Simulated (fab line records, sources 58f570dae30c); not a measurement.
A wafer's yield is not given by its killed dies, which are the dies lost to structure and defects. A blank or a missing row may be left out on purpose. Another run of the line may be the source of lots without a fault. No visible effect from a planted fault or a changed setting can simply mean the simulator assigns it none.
Split-lot experiment ; flow berkeley-cmos170 ; on a route of 331 steps: 5 lots, 23 wafers read

== SPLIT DETAILS ==
At UCB170_M3_PEB_13, the setting peb-temp-c was moved away from the recipe's 130 C on 6 of the 23 wafers read, by -0.9% to +2.3%. All remaining wafers had this setting at the recipe value.

== FROM THE SPLIT TO THE READING: what the file shows between them, 5 steps ==
- UCB170_M3_DEVELOP_14: develop time 45 s
- UCB170_M3_CD_MEAS_15: target cd 700 nm
- UCB170_M3_ETCH_17: etches BARC in N2/H2
- UCB170_M3_METAL_ETCH_18: etches Al in Cl2/BCl3, stops on SiO2, target depth 1170 nm, time 195 s (also split here: time-s)
- UCB170_M3_STRIP_19: strips in O2

== THE READING ==
cd-nm, in nm, at UCB170_M3_CD_MEAS_90 (target cd 700 nm). Typical for fault-free wafers on this fab line: 700.6 nm, with standard deviation 2.3 nm.

wafer;tool, chamber at the split;peb-temp-c as run, C;against the recipe;cd-nm, nm;against lot-mates on the recipe
L076.1;litho-track-04, 0;133;+2.3%;684.7;-15.6
L076.2;litho-track-04, 0;130;recipe;696.1;-
L076.3;litho-track-04, 0;130;recipe;704.6;-
L076.4;litho-track-04, 0;133;+2.3%;681.4;-19.0
L076.6;litho-track-04, 0;133;+2.3%;680.3;-20.1
L075.4;litho-track-02, 0;130;recipe;698.2;-
L075.5;litho-track-02, 0;130;recipe;697.3;-
L075.6;litho-track-02, 0;130;recipe;696.6;-
L079.1;litho-track-02, 0;130;recipe;693.2;-
L079.2;litho-track-02, 0;130;recipe;700.8;-
L079.3;litho-track-02, 0;130;recipe;697.1;-
L079.5;litho-track-02, 0;130;recipe;695.7;-
L079.6;litho-track-02, 0;130;recipe;698.3;-
L083.1;litho-track-04, 0;130;recipe;697.7;-
L083.2;litho-track-04, 0;128.8;-0.9%;706.1;+6.6
L083.3;litho-track-04, 0;128.8;-0.9%;706.0;+6.5
L083.5;litho-track-04, 0;128.8;-0.9%;712.4;+12.9
L083.6;litho-track-04, 0;130;recipe;701.2;-
L085.1;litho-track-02, 0;130;recipe;698.3;-
L085.2;litho-track-02, 0;130;recipe;695.1;-
L085.3;litho-track-02, 0;130;recipe;695.4;-
L085.4;litho-track-02, 0;130;recipe;702.1;-
L085.6;litho-track-02, 0;130;recipe;702.1;-

THE FIT
A straight line over all 23 wafers: cd-nm changes by -7.63 nm for each +1% of peb-temp-c; r = -0.91; the points scatter about the line by 3.1 nm.
The same after taking each lot's own level away (the mean of its wafers on the recipe; 23 wafers): -8.16 nm for each +1%; r = -0.94; scatter 2.8 nm.
That fit puts the effect of the largest move of peb-temp-c on the reading at 19 nm.
Measured against the standard deviation above, the lots' own levels, which go from 697.02 to 700.35 nm, span 1.4 times it.
Consequently the slope shifts little with the lot-to-lot level, the two slopes agreeing.
Check: -19.8 nm against its lot-mates is what the line predicts for one of the wafers moved furthest among these (+2.3%) when that wafer is left out of the fit. Against them it came out at -15.6 nm.

== OTHER SPLITS APPLIED TO THESE WAFERS ==
Note: prior to the reading, these wafers also went through further splits. Each is held against what the fit with the lots' levels taken away leaves over:
other split on the same wafers;wafers away from the commonest value;r with cd-nm (lot level and that fit taken away)
UCB170_V2_COAT_07 resist-thk-nm;8;+0.04
UCB170_M3_SPUTTER_01 power-w;11;-0.17
UCB170_M3_METAL_ETCH_18 time-s;7;-0.62

== THE WHOLE CHAIN: every reading that the file lists as answering this split, in the file's order ==
step;what it does;reading;change (the file's fit);r (the file's)
UCB170_M3_CD_MEAS_15;target cd 700 nm;cd-nm;-7.88 nm for each +1% of the setting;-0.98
UCB170_M3_ETCH_17;etches BARC in N2/H2;M3.cd-nm (the simulator's own value, which no gauge read);-7.63 nm for each +1% of the setting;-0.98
UCB170_M3_METAL_ETCH_18;etches Al in Cl2/BCl3, stops on SiO2, target depth 1170 nm, time 195 s;M3.cd-nm (the simulator's own value, which no gauge read);-8.06 nm for each +1% of the setting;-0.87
UCB170_M3_CD_MEAS_90;target cd 700 nm;cd-nm;-8.1 nm for each +1% of the setting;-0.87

== THE FILE'S OWN FIT ==
cd-nm changes by -8.1 nm for each +1% of peb-temp-c, r = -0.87.
